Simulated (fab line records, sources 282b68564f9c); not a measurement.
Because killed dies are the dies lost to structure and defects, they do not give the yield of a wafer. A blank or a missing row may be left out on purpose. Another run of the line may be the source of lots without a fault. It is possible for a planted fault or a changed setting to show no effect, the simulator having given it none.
One fault through the eyes of 2 desks :: flow rit-cmos :: only its own numbers are on each desk; what lay behind them is given at the end

== FOR THE TOOL OWNER'S DESK: pecvd-01 ==
The tool's own readings at RIT_CONTACT_CVD_00 (deposits SiO2 from TEOS, target thk 400 nm, time 61 s): means of the sampled wafers that have a number, for each lot that ran on this tool. Any lot whose mean is over 4 standard deviations away from the usual mean is out of limits and marked OUT; that distance is given in the brackets.
Columns: A = heater-power-w at RIT_CONTACT_CVD_00, usual 310 W
lot: L805
first seen here: day 4 00:18
A: 308

lot: L808
first seen here: day 4 16:32
A: 316

lot: L810
first seen here: day 5 01:51
A: 364

lot: L817
first seen here: day 6 03:23
A: 322
Result from this desk: across the 4 lots, nothing is out of limits.

== METROLOGY DESK ==
Lot by lot, what the gauges showed, no matter which tool ran the lot: averages of those sampled wafers that carry a number. Any lot whose mean is over 4 standard deviations away from the usual mean is out of limits and marked OUT; that distance is given in the brackets.
Columns: A = FOX1_OXIDE_THK at RIT_FOX1_THK_MEAS_01, usual 346 nm; B = CONTACT_TEOS_THK at RIT_CONTACT_THK_MEAS_01, usual 400 nm
lot: L804
first seen here: day 1 23:29
A: 344
B: 396

lot: L805
first seen here: day 2 03:26
A: 349
B: 398

lot: L807
first seen here: day 2 14:47
A: 349
B: 399

lot: L808
first seen here: day 2 20:01
A: 354
B: 399

lot: L809
first seen here: day 3 04:54
A: 345
B: 403

lot: L810
first seen here: day 3 11:38
A: 351
B: 398

lot: L811
first seen here: day 3 13:31
A: 357
B: 397

lot: L813
first seen here: day 3 20:24
A: 346
B: 401

lot: L817
first seen here: day 4 16:28
A: 342
B: 378 (-4.2) OUT

lot: L822
first seen here: day 5 18:38
A: 341
B: 398

lot: L824
first seen here: day 6 03:47
A: 342
B: 400

lot: L825
first seen here: day 6 08:02
A: 335
B: 398

lot: L826
first seen here: day 6 13:44
A: 349
B: 402
This desk finds L817 out of limits, with the earliest case on L817 at day 6 03:28 (CONTACT_TEOS_THK at RIT_CONTACT_THK_MEAS_01). In limits: L804, L805, L807, L808, L809, L810, L811, L813, L822, L824, L825, L826.

== PUT TOGETHER ==
The metrology desk could have raised an alarm at day 6 03:28, on L817.
Nothing out of limits was seen by the tool owner's desk.
On record at the tool owner's desk: L817, within its limits.
On pecvd-01, each named lot ran RIT_CONTACT_CVD_00.

== WHAT THE SIMULATOR PUT IN ==
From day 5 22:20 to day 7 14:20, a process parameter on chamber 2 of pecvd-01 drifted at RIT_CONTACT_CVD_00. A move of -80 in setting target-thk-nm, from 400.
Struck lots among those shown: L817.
Per desk, hours elapsed from the start of the fault to the first reading out of limits: for the metrology desk, 5.
